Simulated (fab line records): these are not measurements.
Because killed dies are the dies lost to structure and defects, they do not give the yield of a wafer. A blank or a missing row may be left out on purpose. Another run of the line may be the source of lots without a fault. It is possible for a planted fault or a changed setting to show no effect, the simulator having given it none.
Struck lot and sound lot, side by side    flow berkeley-cmos170    14 out of 331 route steps
Sound: the wafers L661.3, L661.4, L661.6. Struck: wafers L653.3, L653.5, L653.6. The cause comes at the end.
Each step with rows lists, per side, the tool, then ch with its chambers, then its first start. Under that, the readings that differ: sound wafers    struck wafers    difference of the means    sigmas: that difference in standard deviations of wafers without a fault.
alike: readings whose means differ by less than 2 such deviations, and words and numbers that are the same on both sides. not compared: withheld readings, readings that some wafer has no value for, bounds like >300 that may hide the same value, and numbers for which the record gives no deviation and whose values overlap.
A row with sigmas, a row that says differs or no value, or rows on one side alone: a step with any of these is where the two part. Numbers that have no deviation but don't overlap get no sigmas and don't part them. A reading missing from all wafers of one side parts the sides only when that side holds two or more wafers.

UCB170_CONTACT_OVL_MEAS_16:
  struck on overlay-02, day 9 03:43; sound on overlay-02, day 10 20:55
  alike: CONTACT_OVL
UCB170_CONTACT_ETCH_17: etches BARC in N2/H2.
  sound on rie-diel-02 ch 1,2,3, day 10 20:56; struck on rie-diel-03 ch 0,1, day 9 03:45
reading                      sound        struck       difference  sigmas
drypump-motor-current-A (A)  5.7 5.4 5.4  6.7 6.7 5.8  +0.9        +2
  alike: n2-flow-sccm, oes-product-au, throttle-valve-pct
UCB170_CONTACT_ETCH_18: etches PSG in CHF3/CF4/Ar, stops on TiSi2, target depth 840 nm, time 195 s.
  sound: rie-diel-02 ch 1,2,3; struck: rie-diel-03 ch 0,1
reading                      sound              struck             difference  sigmas
drypump-motor-current-A (A)  5.8 5.4 5.4        6.7 6.7 5.8        +0.9        +2
oes-product-au (a.u.)        0.887 0.921 0.893  0.867 0.860 0.857  -0.039      -2
  alike: throttle-valve-pct
  not compared: rf-hours-counter-h
UCB170_CONTACT_STRIP_19: strips in O2.
  sound on plasma-asher-04 ch 0,1, day 10 21:08; struck on plasma-asher-02 ch 0,1, day 9 03:57
  alike: drypump-motor-current-A, oes-product-au
  not compared: rf-hours-counter-h
UCB170_CONTACT_CD_MEAS_90 targets a cd of 700 nm.
  struck on cd-sem-02, day 9 04:03; sound on cd-sem-02, day 10 21:14
  alike: cd-nm
then, 1 step without rows for these wafers: UCB170_CONTACT_CLEAN_20 (cleans in SPM, time 600 s).
UCB170_M1_SPUTTER_00: material Al, target thk 600 nm, time 80 s.
  struck on pvd-sputter-03, day 9 05:39; sound on pvd-sputter-01, day 10 21:30
  alike: throttle-valve-pct
UCB170_M1_RS_MEAS_01: a four-point-probe measurement.
  struck on film-metro-03, day 9 05:46; sound on film-metro-03, day 10 21:36
  alike: M1_AL_RS
UCB170_M1_THK_MEAS_02: measures by xrf.
  struck on film-metro-03, day 9 05:52; sound on film-metro-03, day 10 21:42
  alike: M1_AL_THK
then, 3 steps without rows for these wafers: UCB170_M1_COAT_03; UCB170_M1_COAT_04 (resist thk 900 nm); UCB170_M1_SOFTBAKE_05 (time 60 s).
UCB170_M1_EXPOSE_06: exposes mask METAL1, target cd 700 nm.
  struck on krf-scanner-01, day 9 06:23; sound on krf-scanner-01 ch 0, day 10 22:37
  no value came back on the struck wafers for exposure-dose-mJ-cm2, focus-offset-nm (nm), stage-vel-mm-s (mm/s); on the sound wafers exposure-dose-mJ-cm2 reads 20.991 20.965 21.003
  alike: mask
after that, 1 step had no rows for these wafers: UCB170_M1_PEB_07.

## WHERE THEY PART
Last at UCB170_M1_EXPOSE_06 as far as this record goes, first at UCB170_CONTACT_ETCH_17.

WHY: what had been put in by the simulator
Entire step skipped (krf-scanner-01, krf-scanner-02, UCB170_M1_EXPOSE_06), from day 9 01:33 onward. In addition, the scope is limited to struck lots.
